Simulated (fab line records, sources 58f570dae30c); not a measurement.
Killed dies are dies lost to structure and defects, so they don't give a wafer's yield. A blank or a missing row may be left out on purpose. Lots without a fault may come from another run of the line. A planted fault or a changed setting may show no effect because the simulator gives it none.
A struck lot beside a sound one | flow berkeley_cmos170 | 44 steps out of a route of 331
Sound: wafers L510.3, L510.5, L510.6. Struck: wafers L523.1, L523.3, L523.6. The cause comes at the end.
At each step with rows: each side's tool, then ch and its chambers, then its first start. Under that, the readings that differ: sound wafers | struck wafers | difference of the means | sigmas: that difference in standard deviations of wafers without a fault.
alike: readings whose means differ by less than 2 such deviations, and words and numbers that are the same on both sides. not compared: withheld readings, readings that some wafer has no value for, bounds like >300 that may hide the same value, and numbers for which the record gives no deviation and whose values overlap.
The two part at a step that has a row with sigmas, a row that says differs or no value, or rows on one side only. Numbers that don't overlap but have no deviation are shown without sigmas and don't part them. A reading that every wafer of one side lacks parts them only if that side has two wafers or more.

first, 1 step without rows for these wafers: UCB170_PLDD_IMPLANT_09.
UCB170_PLDD_STRIP_10: strips in O2.
  sound on plasma_asher-01 ch 0,1, day 7 01:53; struck on plasma_asher-01 ch 0,1, day 9 13:34
  alike: drypump_motor_current_A, oes_product_au, strip_time_to_endpoint_s
  not compared: rf_hours_counter_h
UCB170_PLDD_TW_MEAS_11:
  sound on film_metro-02, day 7 01:58; struck on film_metro-02, day 9 13:40
  alike: PLDD_TW
then, 7 steps without rows for these wafers: UCB170_PLDD_CLEAN_12 (cleans in SPM, time 600 s); UCB170_NLDD_HMDS_00 (prime time 60 s); UCB170_NLDD_COAT_01 (resist thk 900 nm); UCB170_NLDD_SOFTBAKE_02 (time 60 s); UCB170_NLDD_EXPOSE_03 (exposes mask NSELECT, target cd 1200 nm); UCB170_NLDD_PEB_04; UCB170_NLDD_DEVELOP_05 (develop time 45 s).
UCB170_NLDD_CD_MEAS_06: target cd 1200 nm.
  sound on cd_sem-02, day 7 04:39; struck on cd_sem-02, day 9 16:13
  alike: cd_nm
UCB170_NLDD_OVL_MEAS_07:
  sound on overlay-02, day 7 04:44; struck on overlay-01, day 9 16:20
  alike: NLDD_OVL
UCB170_NLDD_IMPLANT_08:
  sound on implanter-03 ch 0, day 7 04:49; struck on implanter-02 ch 0, day 9 16:23
  reading            | sound             | struck            | difference | sigmas
  tilt_deg (degrees) | 7.033 6.992 7.001 | 5.819 5.775 5.767 | -1.222     | -56
  alike: beam_energy_keV, beam_on_s, faraday_current_uA
then, 1 step without rows for these wafers: UCB170_NLDD_IMPLANT_09.
UCB170_NLDD_STRIP_10: strips in O2.
  sound on plasma_asher-04 ch 0,1, day 7 05:06; struck on plasma_asher-04 ch 0,1, day 9 16:41
  alike: drypump_motor_current_A, oes_product_au, strip_time_to_endpoint_s
  not compared: rf_hours_counter_h
UCB170_NLDD_TW_MEAS_11:
  sound on film_metro-03, day 7 05:11; struck on film_metro-02, day 9 16:47
  alike: NLDD_TW
then, 1 step without rows for these wafers: UCB170_NLDD_CLEAN_12 (cleans in SPM, time 600 s).
UCB170_SPACER_CVD_00: deposits SiO2 from TEOS/O2, target thk 376 nm, time 47 s.
  sound on pecvd-02 ch 0,1, day 7 06:26; struck on pecvd-03 ch 0,1, day 9 17:09
  alike: heater_power_w, rf_fwd_power_W
  not compared: since_wet_clean_h
UCB170_SPACER_THK_MEAS_01:
  sound on film_metro-04, day 7 06:29; struck on film_metro-01, day 9 17:12
  reading              | sound       | struck      | difference | sigmas
  SPACER_TEOS_THK (nm) | 380 389 386 | 376 362 371 | -15        | -2
then, 1 step without rows for these wafers: UCB170_SPACER_ANNEAL_02 (time 1800 s).
UCB170_SPACER_ETCHBACK_03: etches SiO2 in CHF3/CF4/Ar, stops on Si, target depth 376 nm, time 100 s.
  sound on rie_diel-01 ch 0,3, day 7 08:55; struck on rie_diel-04 ch 1,2,3, day 9 21:33
  reading                     | sound       | struck      | difference | sigmas
  drypump_motor_current_A (A) | 5.1 5.1 5.3 | 5.8 6.4 5.6 | +0.8       | +2
  alike: oes_product_au, rf_fwd_power_W, throttle_valve_pct
  not compared: rf_hours_counter_h
then, 6 steps without rows for these wafers: UCB170_PSD_HMDS_00 (prime time 60 s); UCB170_PSD_COAT_01 (resist thk 900 nm); UCB170_PSD_SOFTBAKE_02 (time 60 s); UCB170_PSD_EXPOSE_03 (exposes mask PSELECT MOD, target cd 1200 nm); UCB170_PSD_PEB_04; UCB170_PSD_DEVELOP_05 (develop time 45 s).
UCB170_PSD_CD_MEAS_06: target cd 1200 nm.
  sound on cd_sem-02, day 7 10:38; struck on cd_sem-01, day 9 23:04
  alike: cd_nm
UCB170_PSD_OVL_MEAS_07:
  sound on overlay-01, day 7 10:44; struck on overlay-02, day 9 23:11
  alike: PSD_OVL
then, 1 step without rows for these wafers: UCB170_PSD_IMPLANT_08.
UCB170_PSD_STRIP_09: strips in O2.
  sound on plasma_asher-03 ch 0,1, day 7 10:56; struck on plasma_asher-02 ch 0,1, day 9 23:23
  alike: drypump_motor_current_A, oes_product_au, strip_time_to_endpoint_s
  not compared: rf_hours_counter_h
UCB170_PSD_TW_MEAS_10:
  sound on film_metro-01, day 7 11:01; struck on film_metro-02, day 9 23:29
  reading | sound          | struck         | difference | sigmas
  PSD_TW  | 2291 2289 2290 | 2324 2339 2328 | +40        | +2
then, 7 steps without rows for these wafers: UCB170_PSD_CLEAN_11 (cleans in SPM, time 600 s); UCB170_NSD_HMDS_00 (prime time 60 s); UCB170_NSD_COAT_01 (resist thk 900 nm); UCB170_NSD_SOFTBAKE_02 (time 60 s); UCB170_NSD_EXPOSE_03 (exposes mask NSELECT MOD, target cd 1200 nm); UCB170_NSD_PEB_04; UCB170_NSD_DEVELOP_05 (develop time 45 s).
UCB170_NSD_CD_MEAS_06: target cd 1200 nm.
  sound on cd_sem-02, day 7 12:34; struck on cd_sem-01, day 10 00:48
  alike: cd_nm
UCB170_NSD_OVL_MEAS_07:
  sound on overlay-02, day 7 12:39; struck on overlay-01, day 10 00:55
  alike: NSD_OVL
then, 1 step without rows for these wafers: UCB170_NSD_IMPLANT_08.
UCB170_SDANNEAL_RS_MEAS_05: measures by four-point-probe.
  sound on film_metro-03, day 7 14:40; struck on film_metro-01, day 10 02:44
  reading          | sound             | struck            | difference | sigmas
  NLDD_RS (ohm/sq) | 614.3 615.3 614.9 | 607.6 607.6 607.0 | -7.4       | -4
UCB170_M3_PROBE_99:
  the record has rows for the sound wafers here (prober-01, day 8 17:02) and none for the struck ones

WHERE THEY PART
First at UCB170_NLDD_IMPLANT_08; last, within this record, at UCB170_M3_PROBE_99.

WHY: what the simulator had put in
Process parameter drift: implanter-02, from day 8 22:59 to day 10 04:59, at UCB170_NLDD_IMPLANT_08. Setting tilt_deg, moved by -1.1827, from 7. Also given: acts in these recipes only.
